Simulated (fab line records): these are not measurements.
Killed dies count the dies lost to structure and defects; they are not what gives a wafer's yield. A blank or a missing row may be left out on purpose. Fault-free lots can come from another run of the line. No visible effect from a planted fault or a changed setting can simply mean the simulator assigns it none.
fab line records -- flow rit_cmos
[record] lots = 15, wafers = 45, last_day = 7
route steps=202 shown ACTIVE@10 GATE@85 NLDD@160 CONTACT@169
lots that met no fault: from a run of the same line without faults
start_h: hours from the record's first day to the start of the lot's first wafer shown -- wait_h: hours from the lot's prior step to this one -- " repeats the value in the row above -- L1.1+2: several wafers, shown together as one row -- - either no value or no given start -- * or withheld: withheld -- < > ~ a bound
route shown NAME@n: a module of which the file shows steps, and the number in the route of the first -- usual: mean and standard deviation over wafers with no fault -- same: alike in all rows -- chamber/n: place in a boat -- sites: readings site by site -- _std_site: standard deviation across them -- _edge_site: mean of outer sites minus mean of inner sites -- radius_mm: how far each site lies from the wafer's centre -- mask NAME#n: copy n -- behind: the tool/chamber that last shaped the wafer -- hold: why the lot was held/for how many hours/how that ended -- device: the transistor (n, p or np) that didn't switch -- end of line: tests of these same wafers at the route's end -- where a step has no rows: the recipe by itself -- killed: not the wafer's yield, but the dies lost to structure and defects at the first sort -- map: a wafer's dies, marking killed ones x, the rest . and places with no die _
set.NAME: the setting the step ran with; set.NAME@STEP: the setting that earlier step ran with -- model.NAME: the simulator's own value behind a step, which no gauge read
one table for each step of the route and one row for each wafer, over a sample of lots
[[steps]]
[step RIT_ACTIVE_PEB_09]
[recipe] resist = NOVOLAK, temp_c = withheld, time_s = withheld
[usual] chill_plate_temp_C = *, exhaust_pa = 45.1/0.93
lot.wafer,tool,chamber,start_h,wait_h,chill_plate_temp_C,exhaust_pa
L839.3,litho_track-04,0,14.43,0.1,*,44.6
L839.4,litho_track-04,0,14.43,0.1,*,44.2
L839.5,litho_track-04,0,14.43,0.1,*,44.8
L840.1,litho_track-01,0,19.16,0.1,*,46.8
L840.5,litho_track-01,0,19.16,0.1,*,45.7
L840.6,litho_track-01,0,19.16,0.1,*,46.2
L841.1,litho_track-01,0,25.93,0.1,*,45.9
L841.4,litho_track-01,0,25.93,0.1,*,44.7
L841.5,litho_track-01,0,25.93,0.1,*,43.6
L842.1,litho_track-01,0,29.99,0.1,*,45.1
L842.2,litho_track-01,0,29.99,0.1,*,45.0
L842.5,litho_track-01,0,29.99,0.1,*,46.1
L845.2,litho_track-01,0,44.31,0.1,*,46.4
L845.3,litho_track-01,0,44.31,0.1,*,45.8
L845.6,litho_track-01,0,44.31,0.1,*,46.2
L847.3,litho_track-02,0,54.37,0.1,*,44.2
L847.4,litho_track-02,0,54.37,0.1,*,43.5
L847.5,litho_track-02,0,54.37,0.1,*,45.3
L852.2,litho_track-04,-,79.31,0.1,-,-
L852.3,litho_track-04,-,79.31,0.1,-,-
L852.4,litho_track-04,-,79.31,0.1,-,-
L853.4,litho_track-02,-,84.51,0.1,-,-
L853.5,litho_track-02,-,84.51,0.1,-,-
L853.6,litho_track-02,-,84.51,0.1,-,-
L854.1,litho_track-02,-,89.28,0.1,-,-
L854.4,litho_track-02,-,89.28,0.1,-,-
L854.6,litho_track-02,-,89.28,0.1,-,-
L857.2,litho_track-04,0,104.82,0.2,*,45.4
L857.3,litho_track-04,0,104.82,0.2,*,46.9
L857.6,litho_track-04,0,104.82,0.2,*,46.5
L858.1,litho_track-04,0,109.28,0.1,*,44.7
L858.4,litho_track-04,0,109.28,0.1,*,44.2
L858.6,litho_track-04,0,109.28,0.1,*,45.3
L859.2,litho_track-01,0,114.18,0.1,*,45.9
L859.3,litho_track-01,0,114.18,0.1,*,45.5
L859.6,litho_track-01,0,114.18,0.1,*,44.3
L860.1,litho_track-01,0,119.77,0.1,*,45.6
L860.5,litho_track-01,0,119.77,0.1,*,45.7
L860.6,litho_track-01,0,119.77,0.1,*,46.0
L861.1,litho_track-02,0,124.24,0.2,*,45.2
L861.2,litho_track-02,0,124.24,0.2,*,44.7
L861.6,litho_track-02,0,124.24,0.2,*,44.5
L862.4,litho_track-04,0,129.23,0.1,*,44.9
L862.5,litho_track-04,0,129.23,0.1,*,44.0
L862.6,litho_track-04,0,129.23,0.1,*,43.2
[step RIT_GATE_THK_MEAS_09]
[recipe] reads = poly-Si_of_GATE_CVD_08
[usual] GATE_POLY_THK = 249.8/1.9
lot.wafer,tool,chamber,start_h,wait_h,GATE_POLY_THK[nm]
L839.3,film_metro-03,-,35.54,0.0,251.0
L839.4,film_metro-03,-,35.54,0.0,250.6
L839.5,film_metro-03,-,35.54,0.0,249.3
L840.1,film_metro-01,-,41.74,0.0,250.4
L840.5,film_metro-01,-,41.74,0.0,249.5
L840.6,film_metro-01,-,41.74,0.0,249.8
L841.1,film_metro-01,-,46.71,0.0,247.3
L841.4,film_metro-01,-,46.71,0.0,248.4
L841.5,film_metro-01,-,46.71,0.0,251.0
L842.1,film_metro-03,-,51.95,0.0,250.2
L842.2,film_metro-03,-,51.95,0.0,250.7
L842.5,film_metro-03,-,51.95,0.0,251.1
L845.2,film_metro-01,-,65.06,0.0,249.0
L845.3,film_metro-01,-,65.06,0.0,249.1
L845.6,film_metro-01,-,65.06,0.0,248.4
L847.3,film_metro-01,-,76.39,0.0,247.0
L847.4,film_metro-01,-,76.39,0.0,243.7
L847.5,film_metro-01,-,76.39,0.0,248.4
L852.2,film_metro-03,-,105.64,0.0,252.0
L852.3,film_metro-03,-,105.64,0.0,249.4
L852.4,film_metro-03,-,105.64,0.0,250.4
L853.4,film_metro-01,-,107.61,0.0,249.8
L853.5,film_metro-01,-,107.61,0.0,249.7
L853.6,film_metro-01,-,107.61,0.0,250.7
L854.1,film_metro-02,-,111.56,0.0,254.1
L854.4,film_metro-02,-,111.56,0.0,254.2
L854.6,film_metro-02,-,111.56,0.0,251.9
L857.2,film_metro-03,-,125.60,0.0,252.3
L857.3,film_metro-03,-,125.60,0.0,250.3
L857.6,film_metro-03,-,125.60,0.0,251.8
L858.1,film_metro-03,-,131.40,0.0,249.8
L858.4,film_metro-03,-,131.40,0.0,247.0
L858.6,film_metro-03,-,131.40,0.0,248.4
L859.2,film_metro-01,-,135.06,0.0,251.2
L859.3,film_metro-01,-,135.06,0.0,249.5
L859.6,film_metro-01,-,135.06,0.0,248.8
L860.1,film_metro-03,-,142.52,0.0,248.4
L860.5,film_metro-03,-,142.52,0.0,247.3
L860.6,film_metro-03,-,142.52,0.0,246.6
L861.1,film_metro-02,-,145.20,0.0,249.0
L861.2,film_metro-02,-,145.20,0.0,248.0
L861.6,film_metro-02,-,145.20,0.0,251.0
L862.4,film_metro-01,-,151.30,0.0,252.0
L862.5,film_metro-01,-,151.30,0.0,252.1
L862.6,film_metro-01,-,151.30,0.0,252.3
[step RIT_SDANNEAL_RS_MEAS_07]
[recipe] thk_meas_gauge = four-point-probe
[usual] NLDD_RS = 151.8/0.49
lot.wafer,tool,chamber,start_h,wait_h,NLDD_RS[ohm/sq]
L839.3,film_metro-02,-,49.82,0.1,151.8
L839.4,film_metro-02,-,49.82,0.1,152.5
L839.5,film_metro-02,-,49.82,0.1,152.2
L840.1,film_metro-04,-,55.88,0.1,152.5
L840.5,film_metro-04,-,55.88,0.1,152.3
L840.6,film_metro-04,-,55.88,0.1,152.3
L841.1,film_metro-04,-,61.23,0.1,152.3
L841.4,film_metro-04,-,61.23,0.1,152.1
L841.5,film_metro-04,-,61.23,0.1,152.4
L842.1,film_metro-02,-,66.02,0.1,151.2
L842.2,film_metro-02,-,66.02,0.1,151.3
L842.5,film_metro-02,-,66.02,0.1,152.1
L845.2,film_metro-02,-,79.68,0.1,152.0
L845.3,film_metro-02,-,79.68,0.1,151.2
L845.6,film_metro-02,-,79.68,0.1,151.0
L847.3,film_metro-02,-,90.32,0.1,152.5
L847.4,film_metro-02,-,90.32,0.1,152.3
L847.5,film_metro-02,-,90.32,0.1,152.3
L853.4,film_metro-01,-,122.03,0.1,151.2
L853.5,film_metro-01,-,122.03,0.1,151.2
L853.6,film_metro-01,-,122.03,0.1,151.1
L852.2,film_metro-01,-,122.66,0.1,151.7
L852.3,film_metro-01,-,122.66,0.1,151.6
L852.4,film_metro-01,-,122.66,0.1,151.9
L854.1,film_metro-01,-,125.63,0.1,151.6
L854.4,film_metro-01,-,125.63,0.1,151.7
L854.6,film_metro-01,-,125.63,0.1,152.0
L857.2,film_metro-01,-,139.90,0.1,151.3
L857.3,film_metro-01,-,139.90,0.1,151.2
L857.6,film_metro-01,-,139.90,0.1,150.8
L858.1,film_metro-02,-,146.24,0.1,151.6
L858.4,film_metro-02,-,146.24,0.1,151.6
L858.6,film_metro-02,-,146.24,0.1,151.4
L859.2,film_metro-02,-,149.25,0.1,152.8
L859.3,film_metro-02,-,149.25,0.1,152.4
L859.6,film_metro-02,-,149.25,0.1,152.4
L860.1,film_metro-02,-,156.41,0.1,151.5
L860.5,film_metro-02,-,156.41,0.1,151.1
L860.6,film_metro-02,-,156.41,0.1,151.3
L861.1,film_metro-04,-,159.59,0.1,151.2
L861.2,film_metro-04,-,159.59,0.1,151.9
L861.6,film_metro-04,-,159.59,0.1,151.8
L862.4,film_metro-04,-,165.40,0.1,151.6
L862.5,film_metro-04,-,165.40,0.1,151.6
L862.6,film_metro-04,-,165.40,0.1,151.3
[step RIT_CONTACT_THK_MEAS_01]
[recipe] reads = SiO2_of_CONTACT_CVD_00
[usual] CONTACT_TEOS_THK = 400/4.6
lot.wafer,tool,chamber,start_h,wait_h,CONTACT_TEOS_THK[nm]
L839.3,film_metro-04,-,50.49,0.0,395
L839.4,film_metro-04,-,50.49,0.0,401
L839.5,film_metro-04,-,50.49,0.0,403
L840.1,film_metro-02,-,56.59,0.1,391
L840.5,film_metro-02,-,56.59,0.1,406
L840.6,film_metro-02,-,56.59,0.1,399
L841.1,film_metro-04,-,61.92,0.0,396
L841.4,film_metro-04,-,61.92,0.0,410
L841.5,film_metro-04,-,61.92,0.0,403
L842.1,film_metro-03,-,66.72,0.0,399
L842.2,film_metro-03,-,66.72,0.0,396
L842.5,film_metro-03,-,66.72,0.0,408
L845.2,film_metro-02,-,80.36,0.0,388
L845.3,film_metro-02,-,80.36,0.0,391
L845.6,film_metro-02,-,80.36,0.0,400
L847.3,film_metro-02,-,90.99,0.0,391
L847.4,film_metro-02,-,90.99,0.0,398
L847.5,film_metro-02,-,90.99,0.0,400
L853.4,film_metro-02,-,122.69,0.0,405
L853.5,film_metro-02,-,122.69,0.0,405
L853.6,film_metro-02,-,122.69,0.0,401
L852.2,film_metro-02,-,123.36,0.0,400
L852.3,film_metro-02,-,123.36,0.0,399
L852.4,film_metro-02,-,123.36,0.0,405
L854.1,film_metro-03,-,126.32,0.0,395
L854.4,film_metro-03,-,126.32,0.0,395
L854.6,film_metro-03,-,126.32,0.0,397
L857.2,film_metro-04,-,140.58,0.0,393
L857.3,film_metro-04,-,140.58,0.0,394
L857.6,film_metro-04,-,140.58,0.0,401
L858.1,film_metro-03,-,146.93,0.0,400
L858.4,film_metro-03,-,146.93,0.0,405
L858.6,film_metro-03,-,146.93,0.0,410
L859.2,film_metro-03,-,149.93,0.0,393
L859.3,film_metro-03,-,149.93,0.0,396
L859.6,film_metro-03,-,149.93,0.0,398
L860.1,film_metro-03,-,157.10,0.0,390
L860.5,film_metro-03,-,157.10,0.0,397
L860.6,film_metro-03,-,157.10,0.0,399
L861.1,film_metro-04,-,160.28,0.0,399
L861.2,film_metro-04,-,160.28,0.0,397
L861.6,film_metro-04,-,160.28,0.0,405
L862.4,film_metro-03,-,166.06,0.0,399
L862.5,film_metro-03,-,166.06,0.0,399
L862.6,film_metro-03,-,166.06,0.0,402
[[key]]
[first_sign] step = RIT_ACTIVE_PEB_09, reading = tool_record, direction = missing
effect none on later readings
met_at RIT_ACTIVE_PEB_09
struck_lots L852,L853,L854
sort_left_out L852.2,L852.3,L852.4,L853.4,L853.5,L853.6,L854.1,L854.4,L854.6
tester_left_out L852,L853,L854
not_acting_at RIT_GATE_THK_MEAS_09,RIT_SDANNEAL_RS_MEAS_07,RIT_CONTACT_THK_MEAS_01
onset_between 54.37 79.31
[fault] kind = skipped_step_whole, tool = litho_track-02,litho_track-04, chamber = -, onset_h = 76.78, steps = RIT_ACTIVE_PEB_09, scope = struck_lots_only
// tester_left_out: of these lots the tester's yield and bins aren't shown, on N5 and GAA mostly nor the transistor test; their killed dies are dies lost to structure and defects alone, not to doping, threshold or leakage, so they don't give the yield
// sort_left_out: the simulated sort isn't trusted on such a fault, so these wafers' sort isn't shown, and their yield isn't known
